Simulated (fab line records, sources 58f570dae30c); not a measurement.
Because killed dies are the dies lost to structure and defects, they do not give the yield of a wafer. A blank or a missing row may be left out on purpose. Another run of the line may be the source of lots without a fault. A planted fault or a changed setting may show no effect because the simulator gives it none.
Tool commonality check :: flow berkeley cmos170 :: Sampled: 15 lots, 45 wafers

== REASON FOR OPENING ==
Of 15 lots, 3 have the reading PWELL_NITRIDE_THK flagged at UCB170_PWELL_THK_MEAS_06. Wafers without a fault read 220.6 nm, standard deviation 2.2.
Rule: a lot gets a flag if all its wafers with a number sit over 4 standard deviations from that mean, or if no wafer of it has a number. All remaining lots are regarded as sound.

lot: L223
measured: day 2 15:55
on: film metro-02
PWELL_NITRIDE_THK (nm), wafer by wafer: 217.3 217.4 217.7
flag: 

lot: L225
measured: day 3 13:53
on: film metro-02
PWELL_NITRIDE_THK (nm), wafer by wafer: 218.1 219.2 217.1
flag: 

lot: L226
measured: day 3 17:36
on: film metro-03
PWELL_NITRIDE_THK (nm), wafer by wafer: 221.5 220.7 219.3
flag: 

lot: L227
measured: day 3 17:37
on: film metro-02
PWELL_NITRIDE_THK (nm), wafer by wafer: 219.6 219.7 218.7
flag: 

lot: L228
measured: day 4 04:44
on: film metro-03
PWELL_NITRIDE_THK (nm), wafer by wafer: 222.6 221.2 222.7
flag: 

lot: L230
measured: day 4 16:38
on: film metro-03
PWELL_NITRIDE_THK (nm), wafer by wafer: 220.5 222.8 223.7
flag: 

lot: L232
measured: day 5 00:01
on: film metro-03
PWELL_NITRIDE_THK (nm), wafer by wafer: 220.6 218.5 219.0
flag: 

lot: L233
measured: day 5 19:35
on: film metro-03
PWELL_NITRIDE_THK (nm), wafer by wafer: 222.5 222.1 223.1
flag: 

lot: L235
measured: day 6 00:01
on: film metro-03
PWELL_NITRIDE_THK (nm), wafer by wafer: 219.5 219.0 218.8
flag: 

lot: L236
measured: day 6 00:04
on: film metro-03
PWELL_NITRIDE_THK (nm), wafer by wafer: 217.3 217.5 217.7
flag: 

lot: L237
measured: day 6 10:05
on: film metro-02
PWELL_NITRIDE_THK (nm), wafer by wafer: 222.7 222.5 221.4
flag: 

lot: L238
measured: day 6 13:23
on: film metro-04
PWELL_NITRIDE_THK (nm), wafer by wafer: 437.5 437.5 440.6
flag: FLAGGED

lot: L241
measured: day 7 03:14
on: film metro-04
PWELL_NITRIDE_THK (nm), wafer by wafer: 223.1 222.5 223.3
flag: 

lot: L244
measured: day 7 10:55
on: film metro-02
PWELL_NITRIDE_THK (nm), wafer by wafer: 445.5 444.9 442.8
flag: FLAGGED

lot: L246
measured: day 8 01:44
on: film metro-03
PWELL_NITRIDE_THK (nm), wafer by wafer: 446.3 444.2 444.5
flag: FLAGGED
On average the flagged lots read 442.6 nm, which is +222.0 nm against the usual, or +99 or more standard deviations.

== WHICH TOOL RAN EACH LOT ==
The record keeps 1 process step preceding the reading, out of 331 steps on the route. Read each cell as the tool, then ch plus the chambers that the sampled wafers visited, then the start.
lot: L223
flag: 
UCB170_PWELL_CVD_05: lpcvd-02 ch 0, day 2 13:59

lot: L225
flag: 
UCB170_PWELL_CVD_05: lpcvd-01 ch 1, day 3 11:57

lot: L226
flag: 
UCB170_PWELL_CVD_05: lpcvd-01 ch 0, day 3 15:41

lot: L227
flag: 
UCB170_PWELL_CVD_05: lpcvd-01 ch 0, day 3 15:41

lot: L228
flag: 
UCB170_PWELL_CVD_05: lpcvd-02 ch 1, day 4 02:48

lot: L230
flag: 
UCB170_PWELL_CVD_05: lpcvd-01 ch 0, day 4 14:39

lot: L232
flag: 
UCB170_PWELL_CVD_05: lpcvd-01 ch 0, day 4 22:05

lot: L233
flag: 
UCB170_PWELL_CVD_05: lpcvd-02 ch 1, day 5 16:43

lot: L235
flag: 
UCB170_PWELL_CVD_05: lpcvd-02 ch 1, day 5 21:08

lot: L236
flag: 
UCB170_PWELL_CVD_05: lpcvd-02 ch 0, day 5 21:08

lot: L237
flag: 
UCB170_PWELL_CVD_05: lpcvd-01 ch 0, day 6 08:10

lot: L238
flag: FLAGGED
UCB170_PWELL_CVD_05: lpcvd-01 ch 0, day 6 08:10 and lpcvd-02 ch 0, day 6 11:29

lot: L241
flag: 
UCB170_PWELL_CVD_05: lpcvd-02 ch 1, day 7 01:19

lot: L244
flag: FLAGGED
UCB170_PWELL_CVD_05: lpcvd-02 ch 0, day 7 06:53

lot: L246
flag: FLAGGED
UCB170_PWELL_CVD_05: lpcvd-01 ch 1, day 7 19:58
What the steps here do:
- UCB170_PWELL_CVD_05: deposits Si3N4 from SiH2Cl2/NH3, target thk 220 nm, time 3300 s.
- UCB170_PWELL_THK_MEAS_06

== FLAGGED AGAINST TOTAL, ONE TOOL AT A TIME (gauges that did the reading follow at the end) ==
step: UCB170_PWELL_CVD_05
tool: lpcvd-01
lots run: 8
flagged: 2
share of the flagged lots: some
sound lots run after its first flagged lot: 0

step: UCB170_PWELL_CVD_05
tool: lpcvd-02
lots run: 8
flagged: 2
share of the flagged lots: some
sound lots run after its first flagged lot: 1 (L241)

step: UCB170_PWELL_THK_MEAS_06
tool: film metro-02
lots run: 5
flagged: 1
share of the flagged lots: some
sound lots run after its first flagged lot: 0

step: UCB170_PWELL_THK_MEAS_06
tool: film metro-03
lots run: 8
flagged: 1
share of the flagged lots: some
sound lots run after its first flagged lot: 0

step: UCB170_PWELL_THK_MEAS_06
tool: film metro-04
lots run: 2
flagged: 1
share of the flagged lots: some
sound lots run after its first flagged lot: 1 (L241)

== WHAT THE TABLE ALLOWS ==
No row of the table ran every flagged lot.

== WHAT THE SIMULATOR PUT IN ==
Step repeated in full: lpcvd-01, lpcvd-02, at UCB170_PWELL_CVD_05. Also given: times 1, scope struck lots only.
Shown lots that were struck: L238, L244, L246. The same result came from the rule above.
